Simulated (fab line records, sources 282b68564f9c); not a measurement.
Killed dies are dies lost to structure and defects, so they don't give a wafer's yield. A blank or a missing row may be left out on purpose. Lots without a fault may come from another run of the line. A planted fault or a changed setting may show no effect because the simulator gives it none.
A struck lot beside a sound one | flow rit_cmos | 17 steps out of a route of 202
Sound: wafers L152.2, L152.4, L152.6. Struck: wafers L160.1, L160.5, L160.6. The cause comes at the end.
At each step with rows: each side's tool, then ch and its chambers, then its first start. Under that, the readings that differ: sound wafers | struck wafers | difference of the means | sigmas: that difference in standard deviations of wafers without a fault.
alike: readings whose means differ by less than 2 such deviations, and words and numbers that are the same on both sides. not compared: withheld readings, readings that some wafer has no value for, bounds like >300 that may hide the same value, and numbers for which the record gives no deviation and whose values overlap.
The two part at a step that has a row with sigmas, a row that says differs or no value, or rows on one side only. Numbers that don't overlap but have no deviation are shown without sigmas and don't part them. A reading that every wafer of one side lacks parts them only if that side has two wafers or more.

RIT_PWELL_TW_MEAS_10:
  sound on film_metro-04, day 3 06:34; struck on film_metro-04, day 4 23:55
  alike: PWELL_TW
then, 1 step without rows for these wafers: RIT_WELLDRIVE_ANNEAL_00 (time 14700 s).
RIT_WELLDRIVE_RS_MEAS_01: measures by four-point-probe.
  sound on film_metro-02, day 3 13:55; struck on film_metro-01, day 5 06:08
  alike: NWELL_RS
RIT_WELLDRIVE_RS_MEAS_02: measures by four-point-probe.
  sound on film_metro-02, day 3 14:02; struck on film_metro-01, day 5 06:16
  alike: PWELL_RS
then, 6 steps without rows for these wafers: RIT_NRETRO_HMDS_00 (prime time 60 s); RIT_NRETRO_COAT_01 (resist thk 1300 nm); RIT_NRETRO_SOFTBAKE_02 (time 60 s); RIT_NRETRO_EXPOSE_03 (exposes mask M4, target cd 43900 nm); RIT_NRETRO_PEB_04; RIT_NRETRO_DEVELOP_05 (develop time 68 s).
RIT_NRETRO_OVL_MEAS_06:
  sound on overlay-01, day 3 15:09; struck on overlay-01, day 5 07:35
  reading         | sound          | struck      | difference | sigmas
  NRETRO_OVL (nm) | -0.6 -0.3 -1.5 | 2.2 2.2 1.3 | +2.7       | +2
then, 1 step without rows for these wafers: RIT_NRETRO_HARDBAKE_07 (time 120 s).
RIT_NRETRO_IMPLANT_08:
  sound on implanter-03 ch 0, day 3 15:27; struck on implanter-03 ch 0, day 5 07:53
  reading            | sound                            | struck                           | difference  | sigmas
  dose_ions_cm2      | 1.0003e+13 1.0004e+13 1.0002e+13 | 1.6953e+13 1.6947e+13 1.6947e+13 | +6.9460e+12 | +99 or more
  faraday_current_uA | 30.9 31.6 32.3                   | 56.2 53.7 54.4                   | +23.2       | +36
RIT_NRETRO_STRIP_09: strips in O2, time 180 s.
  sound on plasma_asher-02 ch 0, day 3 15:35; struck on plasma_asher-04 ch 0,1, day 5 08:02
  reading                     | sound       | struck      | difference | sigmas
  drypump_motor_current_A (A) | 6.5 6.5 6.5 | 5.1 5.7 5.1 | -1.2       | -2
  not compared: rf_hours_counter_h
RIT_NRETRO_TW_MEAS_10:
  sound on film_metro-03, day 3 15:46; struck on film_metro-04, day 5 08:13
  reading   | sound          | struck         | difference | sigmas
  NRETRO_TW | 1048 1041 1046 | 1263 1258 1255 | +214       | +27
then, 1 step without rows for these wafers: RIT_PRETRO_HMDS_00 (prime time 60 s).
RIT_M1_PROBE_99:
  sound on prober-01, day 5 04:49; struck on prober-02, day 6 14:41
  reading                                | sound             | struck            | difference | sigmas
  model.etest.pmos_0p3.r_on_ohm_um       | 6470 6536 6619    | 7083 7238 6973    | +556       |
  model.etest.pmos_turned.r_on_ohm_um    | 3615 3560 3649    | 3958 4014 3775    | +308       |
  model.etest.pmos_0p15.r_on_ohm_um      | 2924 2889 2935    | 3075 3148 3000    | +158       |
  model.etest.pmos_0p15.drive_ua_um      | 239.5 239.3 233   | 211.5 208.5 223.3 | -22.8      |
  model.etest.pmos_turned.drive_ua_um    | 176.3 181.4 176.4 | 149.1 146.4 160.5 | -26.0      |
  model.etest.pmos_narrow.drive_ua_um    | 95.2 94.92 91.86  | 80.82 78.61 82.98 | -13.19     |
  model.etest.pmos_0p3.drive_ua_um       | 96.29 95.63 93.86 | 80.95 78.89 82.81 | -14.38     |
  model.etest.well_edge_left.line_ohm_um | 183.4 183.6 183.7 | 171 170.9 174.3   | -12        |
  alike: killed_at_front_end, killed_dies, killed_open, killed_short

WHERE THEY PART
First at RIT_NRETRO_OVL_MEAS_06; last, within this record, at RIT_NRETRO_TW_MEAS_10. Later steps at which nothing parts them and some readings are alike: RIT_M1_PROBE_99.

WHY: what the simulator had put in
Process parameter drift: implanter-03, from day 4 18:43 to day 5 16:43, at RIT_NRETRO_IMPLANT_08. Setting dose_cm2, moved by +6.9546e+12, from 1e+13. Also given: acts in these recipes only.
